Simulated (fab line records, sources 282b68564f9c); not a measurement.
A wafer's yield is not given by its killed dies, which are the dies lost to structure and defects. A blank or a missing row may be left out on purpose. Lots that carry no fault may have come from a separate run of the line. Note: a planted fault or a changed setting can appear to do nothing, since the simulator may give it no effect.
fab line records -- flow rit-cmos
[record] lots = 6, wafers = 18, last-day = 7
route steps=202 shown NLDD@107 PLDD@114 SPACER@125 M1@202
lots untouched by any fault: they come from a run of this same line in which no faults occurred
start-h: hours from the record's first day to the start of the lot's first wafer shown -- wait-h: hours elapsed since this lot's preceding step -- " identical to the entry in the row above -- L1.1+2: a single row standing in for several wafers -- - value missing, or start not given -- * or withheld: withheld -- < > ~ a bound
route shown NAME@n: a module of which the file shows steps, and the number in the route of the first -- usual: the fault-free wafers' mean and standard deviation -- same: alike in all rows -- chamber/n: place in a boat -- sites: the reading at each site -- _std_site: standard deviation across them -- _edge_site: mean of outer sites minus mean of inner sites -- radius-mm: how far each site lies from the wafer's centre -- mask NAME#n: copy n -- behind: the tool/chamber that last shaped the wafer -- hold: the reason the lot was held/the length of the hold in hours/how it ended -- device: transistor that didn't switch, given as n, p or np -- end of line: at the end of the route, the tests of the same wafers -- for a step that has no rows: nothing shown but its recipe -- killed: at the first sort, the dies lost to defects and structure; wafer yield is something else -- map: a wafer's dies, x killed, . not, _ none there
set.NAME: the setting the step ran with; set.NAME@STEP: the setting that earlier step ran with -- model.NAME: the simulator's own value behind a step, which no gauge read
lots at some steps of the route; a table a step, a row a wafer
services: when a tool's chamber went out of use (start-h, in hours from the record's first day, below 0 if earlier), for how many hours, and the reason
[[steps]]
[step RIT_NLDD_PEB_04]
[recipe] resist = NOVOLAK, temp-c = withheld, time-s = withheld
[step RIT_NLDD_DEVELOP_05]
[recipe] resist = NOVOLAK, develop-time-s = 50, dev-temp-c = 23
[step RIT_NLDD_OVL_MEAS_06]
[usual] NLDD_OVL = -0.6/1.3
lot.wafer,tool,chamber,start-h,wait-h,NLDD_OVL[nm]
L852.2,overlay-01,-,44.90,-,0.6
L852.3,overlay-01,-,44.90,-,1.4
L852.5,overlay-01,-,44.90,-,1.0
L857.1,overlay-01,-,73.05,-,0.3
L857.2,overlay-01,-,73.05,-,-0.8
L857.5,overlay-01,-,73.05,-,0.3
L860.1,overlay-02,-,88.09,-,-3.5
L860.5,overlay-02,-,88.09,-,-3.2
L860.6,overlay-02,-,88.09,-,-1.4
L862.3,overlay-02,-,98.25,-,0.8
L862.5,overlay-02,-,98.25,-,-1.6
L862.6,overlay-02,-,98.25,-,-1.0
L870.2,overlay-02,-,133.54,-,-2.0
L870.4,overlay-02,-,133.54,-,-1.2
L870.6,overlay-02,-,133.54,-,-1.3
L875.3,overlay-02,-,159.68,-,-0.9
L875.4,overlay-02,-,159.68,-,-2.5
L875.5,overlay-02,-,159.68,-,-2.0
[step RIT_NLDD_HARDBAKE_07]
[recipe] resist = NOVOLAK, temp-c = 140, time-s = 60
[step RIT_NLDD_IMPLANT_08]
[recipe] species = P, energy-kev = 20, dose-cm2 = 5e+14, tilt-deg = 7
[step RIT_NLDD_STRIP_09]
[recipe] chemistry = O2, time-s = 180, resist = NOVOLAK, platen-temp-c = withheld, power-w = 500, pressure-mtorr = 4000, o2-flow-sccm = 4000
[usual] drypump-motor-current-A = 5.6/0.42
lot.wafer,tool,chamber,start-h,wait-h,drypump-motor-current-A,rf-hours-counter-h
L852.2,plasma-asher-03,0,45.23,0.1,5.7,40
L852.3,plasma-asher-03,0,45.23,0.1,5.7,-
L852.5,plasma-asher-03,0,45.23,0.1,5.7,-
L857.1,plasma-asher-01,0,73.39,0.1,4.7,42
L857.2,plasma-asher-01,1,73.39,0.1,6.0,42
L857.5,plasma-asher-01,0,73.39,0.1,4.7,-
L860.1,plasma-asher-03,0,88.43,0.1,5.7,44
L860.5,plasma-asher-03,0,88.43,0.1,5.7,-
L860.6,plasma-asher-03,1,88.43,0.1,5.5,-
L862.3,plasma-asher-03,0,98.63,0.1,5.7,-
L862.5,plasma-asher-03,1,98.63,0.1,5.5,-
L862.6,plasma-asher-03,0,98.63,0.1,5.7,-
L870.2,plasma-asher-04,0,133.87,0.1,5.5,36
L870.4,plasma-asher-04,1,133.87,0.1,6.0,-
L870.6,plasma-asher-04,1,133.87,0.1,6.0,-
L875.3,plasma-asher-03,0,160.06,0.1,5.6,-
L875.4,plasma-asher-03,1,160.06,0.1,5.5,-
L875.5,plasma-asher-03,1,160.06,0.1,5.5,-
[step RIT_NLDD_TW_MEAS_10]
[usual] NLDD_TW = 2458/30
lot.wafer,tool,chamber,start-h,wait-h,NLDD_TW
L852.2,film-metro-03,-,45.41,0.1,2413
L852.3,film-metro-03,-,45.41,0.1,2408
L852.5,film-metro-03,-,45.41,0.1,2410
L857.1,film-metro-04,-,73.56,0.1,2479
L857.2,film-metro-04,-,73.56,0.1,2478
L857.5,film-metro-04,-,73.56,0.1,2492
L860.1,film-metro-04,-,88.60,0.1,2485
L860.5,film-metro-04,-,88.60,0.1,2477
L860.6,film-metro-04,-,88.60,0.1,2481
L862.3,film-metro-03,-,98.77,0.1,2419
L862.5,film-metro-03,-,98.77,0.1,2409
L862.6,film-metro-03,-,98.77,0.1,2417
L870.2,film-metro-03,-,134.05,0.1,2433
L870.4,film-metro-03,-,134.05,0.1,2446
L870.6,film-metro-03,-,134.05,0.1,2437
L875.3,film-metro-04,-,160.20,0.1,2483
L875.4,film-metro-04,-,160.20,0.1,2487
L875.5,film-metro-04,-,160.20,0.1,2482
[step RIT_PLDD_HMDS_00]
[recipe] prime-time-s = 60, prime-temp-c = 140
[step RIT_PLDD_COAT_01]
[recipe] resist = NOVOLAK, spin-rpm = 3250, resist-thk-nm = 1000
[step RIT_PLDD_SOFTBAKE_02]
[recipe] resist = NOVOLAK, temp-c = 90, time-s = 60
[step RIT_PLDD_EXPOSE_03]
[recipe] mask-id = M8, na = 0.57, target-cd-nm = 40900, dose-mj = 250
[step RIT_PLDD_PEB_04]
[recipe] resist = NOVOLAK, temp-c = withheld, time-s = withheld
[step RIT_PLDD_DEVELOP_05]
[recipe] resist = NOVOLAK, develop-time-s = 50, dev-temp-c = 23
[usual] exhaust-pa = 44.8/0.89
lot.wafer,tool,chamber,start-h,wait-h,exhaust-pa
L852.2,litho-track-02,0,46,-,43.9
L852.3,litho-track-02,0,46,-,45.7
L852.5,litho-track-02,0,46,-,45.1
L857.1,litho-track-03,0,74,-,43.6
L857.2,litho-track-03,0,74,-,43.5
L857.5,litho-track-03,0,74,-,44.9
L860.1,litho-track-03,0,89,-,43.9
L860.5,litho-track-03,0,89,-,44.3
L860.6,litho-track-03,0,89,-,44.0
L862.3,litho-track-03,0,99,-,45.0
L862.5,litho-track-03,0,99,-,45.5
L862.6,litho-track-03,0,99,-,45.1
L870.2,litho-track-02,0,134,-,44.9
L870.4,litho-track-02,0,135,-,44.3
L870.6,litho-track-02,0,135,-,43.0
L875.3,litho-track-04,0,161,-,44.4
L875.4,litho-track-04,0,161,-,42.8
L875.5,litho-track-04,0,161,-,44.8
[step RIT_PLDD_OVL_MEAS_06]
[usual] PLDD_OVL = -1.1/1.7
lot.wafer,tool,chamber,start-h,wait-h,PLDD_OVL[nm]
L852.2,overlay-02,-,46.44,-,-2.8
L852.3,overlay-02,-,46.44,-,-2.7
L852.5,overlay-02,-,46.44,-,-3.1
L857.1,overlay-01,-,74.60,-,0.8
L857.2,overlay-01,-,74.60,-,0.8
L857.5,overlay-01,-,74.60,-,0.5
L860.1,overlay-02,-,89.51,-,0.5
L860.5,overlay-02,-,89.51,-,-0.5
L860.6,overlay-02,-,89.51,-,-0.9
L862.3,overlay-02,-,99.80,-,-1.2
L862.5,overlay-02,-,99.80,-,-0.6
L862.6,overlay-02,-,99.80,-,-0.7
L870.2,overlay-02,-,135.08,-,-3.1
L870.4,overlay-02,-,135.08,-,-4.2
L870.6,overlay-02,-,135.08,-,-3.2
L875.3,overlay-02,-,161.22,-,-1.5
L875.4,overlay-02,-,161.22,-,-0.6
L875.5,overlay-02,-,161.22,-,0.7
[step RIT_PLDD_HARDBAKE_07]
[recipe] resist = NOVOLAK, temp-c = 140, time-s = 60
[step RIT_PLDD_IMPLANT_08]
[recipe] species = BF2, energy-kev = 20, dose-cm2 = 9e+14, tilt-deg = 7
[step RIT_PLDD_STRIP_09]
[recipe] chemistry = O2, time-s = 180, resist = NOVOLAK, platen-temp-c = withheld, power-w = 500, pressure-mtorr = 4000, o2-flow-sccm = 4000
[usual] drypump-motor-current-A = 5.4/0.59
lot.wafer,tool,chamber,start-h,wait-h,drypump-motor-current-A,rf-hours-counter-h
L852.2,plasma-asher-04,0,46.77,0.1,5.5,26
L852.3,plasma-asher-04,1,46.77,0.1,6.0,-
L852.5,plasma-asher-04,0,46.77,0.1,5.5,-
L857.1,plasma-asher-01,1,74.93,0.1,6.0,42
L857.2,plasma-asher-01,0,74.93,0.1,4.7,42
L857.5,plasma-asher-01,1,74.93,0.1,6.0,-
L860.1,plasma-asher-04,1,89.85,0.1,6.0,30
L860.5,plasma-asher-04,0,89.85,0.1,5.5,-
L860.6,plasma-asher-04,1,89.85,0.1,6.0,-
L862.3,plasma-asher-04,1,100.18,0.1,6.0,-
L862.5,plasma-asher-04,1,100.18,0.1,6.0,-
L862.6,plasma-asher-04,0,100.18,0.1,5.5,-
L870.2,plasma-asher-01,1,135.41,0.1,5.9,50
L870.4,plasma-asher-01,0,135.41,0.1,4.7,-
L870.6,plasma-asher-01,0,135.41,0.1,4.7,-
L875.3,plasma-asher-02,0,161.61,0.1,5.0,-
L875.4,plasma-asher-02,1,161.61,0.1,6.0,-
L875.5,plasma-asher-02,0,161.61,0.1,5.0,-
[step RIT_PLDD_TW_MEAS_10]
[usual] PLDD_TW = 2315/25
lot.wafer,tool,chamber,start-h,wait-h,PLDD_TW
L852.2,film-metro-02,-,46.96,0.1,2288
L852.3,film-metro-02,-,46.96,0.1,2287
L852.5,film-metro-02,-,46.96,0.1,2297
L857.1,film-metro-02,-,75.11,0.1,2297
L857.2,film-metro-02,-,75.11,0.1,2302
L857.5,film-metro-02,-,75.11,0.1,2291
L860.1,film-metro-04,-,90.02,0.1,30
L860.5,film-metro-04,-,90.02,0.1,30
L860.6,film-metro-04,-,90.02,0.1,30
L862.3,film-metro-02,-,100.32,0.1,29
L862.5,film-metro-02,-,100.32,0.1,29
L862.6,film-metro-02,-,100.32,0.1,30
L870.2,film-metro-04,-,135.60,0.1,2352
L870.4,film-metro-04,-,135.60,0.1,2340
L870.6,film-metro-04,-,135.60,0.1,2350
L875.3,film-metro-04,-,161.74,0.1,2330
L875.4,film-metro-04,-,161.74,0.1,2340
L875.5,film-metro-04,-,161.74,0.1,2342
[step RIT_SPACER_CLEAN_00]
[recipe] chemistry = SC1, mix = 3:3:50, time-s = 600, temp-c = 75
[step RIT_M1_PROBE_99]
[usual] killed_at_M0_to_M3 = 0.0/0.12, killed-at-front-end = 7.0/2.9, killed-dies = 7.2/2.9, killed-on-rim = 2.1/1.4, killed-open = 3.6/1.9, killed-short = 3.5/2.1
[same] gross-dies = 264, killed_at_M4_up = 0, killed-at-back-side = 0, killed-at-contacts = 0, killed-at-other = 0
lot.wafer,tool,chamber,start-h,wait-h,killed_at_M0_to_M3,killed-at-front-end,killed-dies,killed-on-rim,killed-open,killed-short
L852.2,prober-02,-,60.82,0.1,0,7,7,2,3,4
L852.3,prober-02,-,60.87,0.2,0,5,5,2,2,3
L852.5,prober-02,-,60.97,0.2,0,8,8,3,3,5
L860.1,prober-01,-,103.65,0.1,1,263,264,70,4,6
L860.5,prober-01,-,103.85,0.2,0,264,264,70,4,1
L860.6,prober-01,-,103.90,0.2,0,264,264,70,2,6
L862.3,prober-02,-,114.09,0.2,0,264,264,70,1,2
L862.5,prober-02,-,114.19,0.2,0,264,264,70,3,2
L862.6,prober-02,-,114.24,0.2,0,264,264,70,4,3
// killed by level:class
L852.2 GATE:geometric-particle:short=2 GATE:geometric-particle:open=2 FOX2:geometric-particle:short=1 SPACER:geometric-particle:open=1 SILICIDE:geometric-particle:short=1
L852.3 GATE:geometric-particle:short=2 FOX2:geometric-particle:short=1 FOX2:geometric-particle:open=1 GATE:geometric-particle:open=1
L852.5 GATE:geometric-particle:short=2 GATE:geometric-particle:open=2 FOX1:geometric-particle:short=1 FOX2:geometric-particle:short=1 REOX:geometric-particle:short=1 SPACER:geometric-particle:open=1
L860.1 PLDD:area-develop=254 GATE:geometric-particle:open=2 GATE:geometric-particle:short=2 SILICIDE:geometric-particle:short=2 REOX:geometric-particle:open=1 SPACER:geometric-particle:short=1 SILICIDE:geometric-particle:open=1 M1:geometric-particle:short=1
L860.5 PLDD:area-develop=259 GATE:geometric-particle:open=3 FOX2:geometric-particle:short=1 SPACER:geometric-particle:open=1
L860.6 PLDD:area-develop=256 GATE:geometric-particle:short=3 SPACER:geometric-particle:short=2 SILICIDE:geometric-particle:open=2 FOX1:geometric-particle:short=1
L862.3 PLDD:area-develop=261 FOX1:geometric-particle:short=2 FOX2:geometric-particle:open=1
L862.5 PLDD:area-develop=258 FOX1:geometric-particle:short=2 FOX1:geometric-particle:open=2 GATE:geometric-particle:open=1 NWELL:coat-microbubble-printed=1
L862.6 PLDD:area-develop=257 FOX1:geometric-particle:open=2 FOX1:geometric-particle:short=2 FOX2:geometric-particle:short=1 GATE:geometric-particle:open=1 REOX:geometric-particle:open=1
// map L860.1 (x killed, . not)
________xxxxxxx_______
_____xxxxxxxxxxxxx____
____xxxxxxxxxxxxxxx___
___xxxxxxxxxxxxxxxxx__
__xxxxxxxxxxxxxxxxxxx_
__xxxxxxxxxxxxxxxxxxx_
_xxxxxxxxxxxxxxxxxxxxx
_xxxxxxxxxxxxxxxxxxxxx
_xxxxxxxxxxxxxxxxxxxxx
_xxxxxxxxxxxxxxxxxxxxx
__xxxxxxxxxxxxxxxxxxx_
__xxxxxxxxxxxxxxxxxxx_
___xxxxxxxxxxxxxxxxx__
____xxxxxxxxxxxxxxx___
_____xxxxxxxxxxxxx____
________xxxxxxx_______
// map L862.3 (x killed, . not)
________xxxxxxx_______
_____xxxxxxxxxxxxx____
____xxxxxxxxxxxxxxx___
___xxxxxxxxxxxxxxxxx__
__xxxxxxxxxxxxxxxxxxx_
__xxxxxxxxxxxxxxxxxxx_
_xxxxxxxxxxxxxxxxxxxxx
_xxxxxxxxxxxxxxxxxxxxx
_xxxxxxxxxxxxxxxxxxxxx
_xxxxxxxxxxxxxxxxxxxxx
__xxxxxxxxxxxxxxxxxxx_
__xxxxxxxxxxxxxxxxxxx_
___xxxxxxxxxxxxxxxxx__
____xxxxxxxxxxxxxxx___
_____xxxxxxxxxxxxx____
________xxxxxxx_______
[[services]]
tool,chamber,start-h,hours,kind
litho-track-03,-,59.82,-,consumable-replace:filter
plasma-asher-03,-,107.97,28.1,pm
plasma-asher-02,-,108.75,9.0,pm
plasma-asher-02,0,108.75,9.0,vent-cycle
plasma-asher-02,1,108.75,9.0,vent-cycle
plasma-asher-02,0,117.75,-,clean
plasma-asher-02,1,117.75,-,clean
plasma-asher-03,-,136.07,14.6,pm
plasma-asher-04,-,138.04,2.8,pm
[[key]]
[first-sign] step = RIT_PLDD_TW_MEAS_10, reading = PLDD_TW, direction = down, sigmas = 92, usual = 2315, struck = 30
[effect] step = RIT_M1_PROBE_99, reading = killed-dies, direction = up, sigmas = 89, usual = 7.2, struck = 264
[more-kills-born-at] RIT_PLDD_DEVELOP_05@litho-track-03 = 1545
met-at RIT_PLDD_DEVELOP_05
struck-wafers L860.1,L860.5,L860.6,L862.3,L862.5,L862.6
tester-left-out L860,L862
onset-between 74 89
also-fits RIT_PLDD_STRIP_09:plasma-asher-04
[fault] kind = process-parameter-drift, tool = litho-track-03, chamber = -, onset-h = 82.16, steps = RIT_PLDD_DEVELOP_05, channel = develop-time-s, offset = *, shape = step, end-h = 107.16, acts-in = *, stated = *
// tester-left-out: of these lots the tester's yield and bins aren't shown, on N5 and GAA mostly nor the transistor test; their killed dies are dies lost to structure and defects alone, not to doping, threshold or leakage, so they don't give the yield
